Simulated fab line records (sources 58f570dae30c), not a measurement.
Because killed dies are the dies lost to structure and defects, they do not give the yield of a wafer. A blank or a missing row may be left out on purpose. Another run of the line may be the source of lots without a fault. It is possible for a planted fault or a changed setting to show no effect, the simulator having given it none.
Split-lot experiment	flow berkeley cmos170	route with 331 steps; 5 lots, 23 wafers read

THE SPLIT ITSELF
At UCB170_SPACER_CVD_00 (deposits SiO2 from TEOS/O2, target thk 376 nm, time 47 s), the setting time s was moved away from the recipe's 47 s on 9 of the 23 wafers read, by -12.7% to +9.9%. All remaining wafers had this setting at the recipe value.

FROM THE SPLIT TO THE READING: what the file shows between them, 2 steps
- UCB170_SPACER_THK_MEAS_01
- UCB170_SPACER_ANNEAL_02: time 1800 s

THE READING
oes product au, in a.u., at UCB170_SPACER_ETCHBACK_03 (etches SiO2 in CHF3/CF4/Ar, stops on Si, target depth 376 nm, time 100 s). Typical for fault-free wafers on this fab line: 0.897 a.u., with standard deviation 0.012 a.u.

wafer	tool, chamber at the split	time s as run, s	against the recipe	oes product au, a.u.	against lot-mates on the recipe
L074.1	pecvd-01, 2	49.23	+4.7%	0.941	+0.059
L074.2	pecvd-01, 0	47	recipe	0.882	-
L074.3	pecvd-01, 1	47	recipe	0.877	-
L074.4	pecvd-01, 2	47	recipe	0.888	-
L074.6	pecvd-01, 0	49.23	+4.7%	0.914	+0.032
L078.1	pecvd-01, 1	47	recipe	0.920	-
L078.3	pecvd-01, 2	51.64	+9.9%	0.942	+0.030
L078.4	pecvd-01, 2	47	recipe	0.903	-
L078.5	pecvd-01, 0	51.64	+9.9%	0.958	+0.046
L078.6	pecvd-01, 1	51.64	+9.9%	0.958	+0.046
L080.1	pecvd-01, 1	50.51	+7.5%	0.931	+0.040
L080.2	pecvd-01, 0	50.51	+7.5%	0.940	+0.049
L080.3	pecvd-01, 2	47	recipe	0.883	-
L080.4	pecvd-01, 0	47	recipe	0.891	-
L080.6	pecvd-01, 2	47	recipe	0.899	-
L082.1	pecvd-04, 2	47	recipe	0.892	-
L082.2	pecvd-04, 1	47	recipe	0.889	-
L082.4	pecvd-04, 1	47	recipe	0.911	-
L085.1	pecvd-03, 2	47	recipe	0.890	-
L085.2	pecvd-03, 1	47	recipe	0.899	-
L085.4	pecvd-03, 2	41.02	-12.7%	0.821	-0.083
L085.5	pecvd-03, 1	41.02	-12.7%	0.811	-0.093
L085.6	pecvd-03, 0	47	recipe	0.922	-

FIT RESULTS
A straight line over all 23 wafers: oes product au changes by +0.00598 a.u. for each +1% of time s; r = +0.94; the points scatter about the line by 0.012 a.u.
The same after taking each lot's own level away (the mean of its wafers on the recipe; 23 wafers): +0.00595 a.u. for each +1%; r = +0.94; scatter 0.013 a.u.
That fit puts the effect of the largest move of time s on the reading at 0.076 a.u.
From 0.8823 to 0.9115 a.u.: that is the span of the lots' own levels, equal to 2.4 times the standard deviation above.
The two slopes are in agreement: the lot-to-lot level therefore moves the slope only a little.
Check: -0.0752 a.u. against its lot-mates is what the line predicts for one of the wafers moved furthest among these (-12.7%) when that wafer is left out of the fit. Against them it came out at -0.0827 a.u.

THESE WAFERS: OTHER SPLITS
Note: prior to the reading, these wafers also went through further splits. Each is held against what the fit with the lots' levels taken away leaves over:
other split on the same wafers	wafers away from the commonest value	r with oes product au (lot level and that fit taken away)
UCB170_NWELL_CVD_04 pressure mtorr	18	-0.03
UCB170_NWELL_IMPLANT_14 dose cm2	11	-0.20
UCB170_PWELL_IMPLANT_15 energy kev	11	-0.08
UCB170_ACTIVE_ETCH_15 time s	10	-0.10

THE WHOLE CHAIN: every reading that the file lists as answering this split, in the file's order
step	what it does	reading	change (the file's fit)	r (the file's)
UCB170_SPACER_CVD_00	deposits SiO2 from TEOS/O2, target thk 376 nm, time 47 s	SiO2_of_SPACER_CVD_00.thk nm (the simulator's own value, which no gauge read)	+3.55 nm for each +1% of the setting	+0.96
UCB170_SPACER_THK_MEAS_01		SPACER_TEOS_THK	+3.55 for each +1% of the setting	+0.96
UCB170_SPACER_ETCHBACK_03	etches SiO2 in CHF3/CF4/Ar, stops on Si, target depth 376 nm, time 100 s	oes product au	+0.00614 a.u. for each +1% of the setting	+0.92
UCB170_SPACER_ETCHBACK_03	etches SiO2 in CHF3/CF4/Ar, stops on Si, target depth 376 nm, time 100 s	etch.depth nm (the simulator's own value, which no gauge read)	+3.59 nm for each +1% of the setting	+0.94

FILE'S OWN FIT
oes product au changes by +0.00614 a.u. for each +1% of time s, r = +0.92.
